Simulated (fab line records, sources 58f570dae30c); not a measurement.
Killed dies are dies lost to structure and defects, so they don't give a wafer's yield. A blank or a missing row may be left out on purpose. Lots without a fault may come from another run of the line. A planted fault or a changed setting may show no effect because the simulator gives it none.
Which tool did it? | flow berkeley_cmos170 | 14 lots, 42 wafers sampled, at 6 steps of a route of 331

WHAT THE GAUGES READ, wafer by wafer
UCB170_V1_THK_MEAS_01. Usual: V1_TEOS_THK 1988 nm, standard deviation 27.
lot  | measured     | on            | V1_TEOS_THK (nm) | flag
L889 | day 8 16:19  | film_metro-01 | 1982 2026 2021   |
L892 | day 9 02:19  | film_metro-01 | 1983 1947 2000   |
L893 | day 9 04:26  | film_metro-03 | 1984 1955 1984   |
L891 | day 9 05:46  | film_metro-01 | 2007 2010 1992   |
L890 | day 9 05:46  | film_metro-03 | 1958 1942 1987   |
L894 | day 9 05:47  | film_metro-02 | 1991 2003 2043   |
L899 | day 10 15:48 | film_metro-01 | 1972 2036 1996   |
L900 | day 11 00:52 | film_metro-02 | 810 828 803      | OFF
L902 | day 11 02:11 | film_metro-03 | 1961 1962 1991   |
L901 | day 11 03:35 | film_metro-02 | 1977 2028 2016   |
L903 | day 11 05:08 | film_metro-03 | 824 814 845      | OFF
L904 | day 11 18:12 | film_metro-01 | 1933 1936 1977   |
L906 | day 12 05:29 | film_metro-02 | 2001 2007 2006   |
L909 | day 13 10:26 | film_metro-02 | 1971 2000 1989   |

UCB170_M2_CD_MEAS_15: target cd 700 nm. Usual: cd_nm 700.3 nm, standard deviation 1.3.
lot  | measured     | on        | cd_nm (nm)        | flag
L889 | day 8 20:59  | cd_sem-02 | 703.2 702.2 700.2 |
L892 | day 9 08:34  | cd_sem-02 | 701.1 700.9 700.3 |
L893 | day 9 09:27  | cd_sem-02 | 700.8 699.7 699.4 |
L891 | day 9 10:55  | cd_sem-02 | 699.8 699.1 700.5 |
L890 | day 9 11:05  | cd_sem-01 | 700.4 701.3 701.8 |
L894 | day 9 11:47  | cd_sem-01 | 700.4 699.8 699.1 |
L899 | day 10 20:23 | cd_sem-01 | 699.6 700.3 698.4 |
L900 | day 11 05:49 | cd_sem-01 | 700.5 700.0 699.7 |
L902 | day 11 07:28 | cd_sem-01 | 702.4 702.7 702.6 |
L901 | day 11 08:17 | cd_sem-01 | 701.5 700.7 700.3 |
L903 | day 11 09:25 | cd_sem-01 | 701.3 700.7 700.1 |
L904 | day 12 00:38 | cd_sem-01 | 700.2 700.0 699.6 |
L906 | day 12 13:47 | cd_sem-02 | 700.9 701.1 700.2 |
L909 | day 13 14:49 | cd_sem-01 | 699.9 701.5 698.9 |

WHICH TOOL RAN EACH LOT (tool, then ch and the chambers of the sampled wafers, then the start)
lot  | UCB170_CONTACT_STRIP_19              | UCB170_M1_ETCH_11                  | UCB170_V1_CVD_00                | UCB170_V1_ETCH_14
L889 | plasma_asher-01 ch 0,1, day 8 11:44  | rie_diel-01 ch 1,2, day 8 14:24    | pecvd-03 ch 1,2, day 8 16:08    | rie_diel-03 ch 1,2,3, day 8 18:37
L892 | plasma_asher-03 ch 0,1, day 8 22:40  | rie_diel-03 ch 1,2,3, day 9 00:18  | pecvd-03 ch 1,2, day 9 02:10    | rie_diel-03 ch 0,2,3, day 9 05:56
L893 | plasma_asher-03 ch 0,1, day 9 00:26  | rie_diel-01 ch 1,2,3, day 9 02:33  | pecvd-02 ch 1,2, day 9 04:16    | rie_diel-04 ch 0,1,3, day 9 06:46
L891 | plasma_asher-01 ch 0,1, day 9 00:43  | rie_diel-02 ch 0,2,3, day 9 02:42  | pecvd-01 ch 0,1,2, day 9 05:37  | rie_diel-02 ch 0,2,3, day 9 07:50
L890 | plasma_asher-04 ch 0,1, day 9 00:53  | rie_diel-01 ch 1,2, day 9 02:58    | pecvd-03 ch 0,2, day 9 05:37    | rie_diel-03 ch 0,2, day 9 07:54
L894 | plasma_asher-01 ch 0,1, day 9 01:09  | rie_diel-02 ch 0,1,2, day 9 03:19  | pecvd-02 ch 1,2, day 9 05:37    | rie_diel-03 ch 0,1,3, day 9 08:33
L899 | plasma_asher-03 ch 0,1, day 10 09:59 | rie_diel-01 ch 0,3, day 10 12:50   | pecvd-03 ch 1,2, day 10 15:37   | rie_diel-04 ch 0,3, day 10 17:57
L900 | plasma_asher-01 ch 0,1, day 10 20:32 | rie_diel-01 ch 0,1,3, day 10 22:46 | pecvd-03 ch 0,1, day 11 00:42   | rie_diel-02 ch 1,2,3, day 11 03:23
L902 | plasma_asher-04 ch 0,1, day 10 20:47 | rie_diel-03 ch 0,1,3, day 10 23:10 | pecvd-01 ch 1,2, day 11 02:02   | rie_diel-04 ch 0,1, day 11 04:37
L901 | plasma_asher-01 ch 0,1, day 10 23:14 | rie_diel-02 ch 1,2,3, day 11 01:41 | pecvd-02 ch 0,2, day 11 03:25   | rie_diel-02 ch 1,2,3, day 11 05:42
L903 | plasma_asher-01 ch 0,1, day 10 23:58 | rie_diel-03 ch 0,1, day 11 03:07   | pecvd-03 ch 0,1,2, day 11 05:02 | rie_diel-03 ch 0,1,3, day 11 07:04
L904 | plasma_asher-01 ch 0, day 11 14:27   | rie_diel-03 ch 0,3, day 11 16:19   | pecvd-01 ch 0,1, day 11 18:03   | rie_diel-03 ch 0,1,3, day 11 19:59
L906 | plasma_asher-04 ch 0,1, day 12 00:34 | rie_diel-02 ch 1,2,3, day 12 02:28 | pecvd-02 ch 0,1, day 12 05:19   | rie_diel-03 ch 1,2,3, day 12 07:42
L909 | plasma_asher-01 ch 0,1, day 13 06:37 | rie_diel-03 ch 0,1, day 13 08:29   | pecvd-01 ch 0,1, day 13 10:13   | rie_diel-04 ch 1,2,3, day 13 12:20
- UCB170_CONTACT_STRIP_19: strips in O2.
- UCB170_M1_ETCH_11: etches BARC in N2/H2.
- UCB170_V1_CVD_00: deposits SiO2 from TEOS/O2, target thk 2000 nm, time 250 s.
- UCB170_V1_ETCH_14: etches SiO2 in CHF3/CF4/Ar, stops on Al, target depth 1250 nm, time 291 s.

WHAT THE TOOLS THEMSELVES READ (means of the sampled wafers that have a number; where no wafer has one, the mark that the record gives instead)
UCB170_CONTACT_STRIP_19. Usual: drypump_motor_current_A 5.5 A, standard deviation 0.41; o2_flow_sccm 400.2 sccm, standard deviation 1.1; oes_product_au 0.726 a.u., standard deviation 0.0045.
lot  | tool            | drypump_motor_current_A (A) | o2_flow_sccm (sccm) | oes_product_au (a.u.) | flag
L889 | plasma_asher-01 | 5.9                         | 401.0               | 0.723                 |
L892 | plasma_asher-03 | 5.7                         | 399.8               | 0.729                 |
L893 | plasma_asher-03 | 5.7                         | 401.4               | 0.726                 |
L891 | plasma_asher-01 | 5.9                         | 400.2               | 0.728                 |
L890 | plasma_asher-04 | 5.1                         | 400.2               | 0.724                 |
L894 | plasma_asher-01 | 5.6                         | 400.5               | 0.728                 |
L899 | plasma_asher-03 | 5.7                         | 400.1               | 0.726                 |
L900 | plasma_asher-01 | 5.6                         | 399.8               | 0.725                 |
L902 | plasma_asher-04 | 5.1                         | 400.1               | 0.724                 |
L901 | plasma_asher-01 | 5.6                         | 400.5               | 0.726                 |
L903 | plasma_asher-01 | 5.6                         | 400.2               | 0.732                 |
L904 | plasma_asher-01 | 5.3                         | 401.0               | 0.722                 |
L906 | plasma_asher-04 | 5.1                         | 400.3               | 0.731                 |
L909 | plasma_asher-01 | 5.6                         | 401.5               | 0.726                 |

UCB170_M1_ETCH_11. Usual: drypump_motor_current_A 5.9 A, standard deviation 0.45; n2_flow_sccm 100.0 sccm, standard deviation 0.3; oes_product_au 1.008 a.u., standard deviation 0.023; throttle_valve_pct 13.29 %, standard deviation 0.18.
lot  | tool        | drypump_motor_current_A (A) | n2_flow_sccm (sccm) | oes_product_au (a.u.) | throttle_valve_pct (%) | flag
L889 | rie_diel-01 | 6.1                         | 100.0               | 1.019                 | 13.27                  |
L892 | rie_diel-03 | 6.1                         | 99.8                | 1.001                 | 13.24                  |
L893 | rie_diel-01 | 6.0                         | 100.1               | 1.009                 | 13.17                  |
L891 | rie_diel-02 | 5.8                         | 100.1               | 1.014                 | 13.44                  |
L890 | rie_diel-01 | 6.1                         | 100.1               | 1.011                 | 13.28                  |
L894 | rie_diel-02 | 5.7                         | 100.0               | 0.998                 | 13.40                  |
L899 | rie_diel-01 | 5.6                         | 100.1               | 0.988                 | 13.17                  |
L900 | rie_diel-01 | 5.7                         | 100.1               | 1.010                 | 13.20                  |
L902 | rie_diel-03 | 6.0                         | 99.7                | 0.995                 | 13.16                  |
L901 | rie_diel-02 | 5.9                         | 99.8                | 1.025                 | 13.52                  |
L903 | rie_diel-03 | 6.2                         | 100.0               | 1.005                 | 13.18                  |
L904 | rie_diel-03 | 5.9                         | 100.3               | 1.014                 | 13.13                  |
L906 | rie_diel-02 | 5.9                         | 100.1               | 1.025                 | 13.52                  |
L909 | rie_diel-03 | 6.3                         | 100.2               | 0.984                 | 13.20                  |

UCB170_V1_CVD_00. Usual: heater_power_w 250 W, standard deviation 67.
lot  | tool     | heater_power_w (W) | flag
L889 | pecvd-03 | 230                |
L892 | pecvd-03 | 234                |
L893 | pecvd-02 | 260                |
L891 | pecvd-01 | 296                |
L890 | pecvd-03 | 221                |
L894 | pecvd-02 | 273                |
L899 | pecvd-03 | 228                |
L900 | pecvd-03 | 268                |
L902 | pecvd-01 | 362                |
L901 | pecvd-02 | 182                |
L903 | pecvd-03 | 220                |
L904 | pecvd-01 | 252                |
L906 | pecvd-02 | 270                |
L909 | pecvd-01 | 243                |

UCB170_V1_ETCH_14. Usual: drypump_motor_current_A 5.8 A, standard deviation 0.53; oes_product_au 0.877 a.u., standard deviation 0.017; throttle_valve_pct 6.97 %, standard deviation 0.12.
lot  | tool        | drypump_motor_current_A (A) | oes_product_au (a.u.) | throttle_valve_pct (%) | flag
L889 | rie_diel-03 | 6.1                         | 0.868                 | 6.89                   |
L892 | rie_diel-03 | 5.9                         | 0.879                 | 6.86                   |
L893 | rie_diel-04 | 5.7                         | 0.869                 | 6.99                   |
L891 | rie_diel-02 | 5.8                         | 0.879                 | 7.02                   |
L890 | rie_diel-03 | 6.1                         | 0.894                 | 6.87                   |
L894 | rie_diel-03 | 6.0                         | 0.877                 | 6.85                   |
L899 | rie_diel-04 | 5.7                         | 0.882                 | 6.90                   |
L900 | rie_diel-02 | 5.9                         | 0.798                 | 7.11                   | OFF
L902 | rie_diel-04 | 5.2                         | 0.856                 | 6.98                   |
L901 | rie_diel-02 | 5.9                         | 0.889                 | 7.09                   |
L903 | rie_diel-03 | 6.0                         | 0.788                 | 6.85                   | OFF
L904 | rie_diel-03 | 6.0                         | 0.878                 | 6.86                   |
L906 | rie_diel-03 | 6.1                         | 0.870                 | 6.88                   |
L909 | rie_diel-04 | 5.8                         | 0.866                 | 7.06                   |

THE ANSWER, worked out from the rows above alone
Rule: a lot is off if the mean of its wafers that have a number lies more than 3 standard deviations from the usual mean. A lot without any number at a reading at which 4 lots or more have one is off too. The other lots that the step has rows for count as sound. The gauges are gone through in route order, then the tools' own readings, and for those a lot's mean is taken as printed above. The first step at which some lot is off is used, and at that step the reading that is off furthest; a lot without a number counts as furthest.
Off: L900, L903, at UCB170_V1_THK_MEAS_01 (V1_TEOS_THK).
A tool fits if, at a process step before that reading, it ran every lot that is off, and no sound lot after the first of them. The gauges at UCB170_V1_THK_MEAS_01 aren't tried: what is off there is off at UCB170_V1_ETCH_14 too, on other tools, and a gauge's error can't cause that. One fits: pecvd-03 at UCB170_V1_CVD_00. Its last sound lot is L899 (day 10 15:37), its first lot that is off L900 (day 11 00:42): a fault that began between those two fits.

WHAT THE SIMULATOR HAD PUT IN
Process parameter drift: pecvd-03, from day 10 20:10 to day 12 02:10, at UCB170_V1_CVD_00. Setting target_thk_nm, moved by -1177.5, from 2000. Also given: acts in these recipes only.
Lots struck among those shown: L900, L903. The rule above found the same.
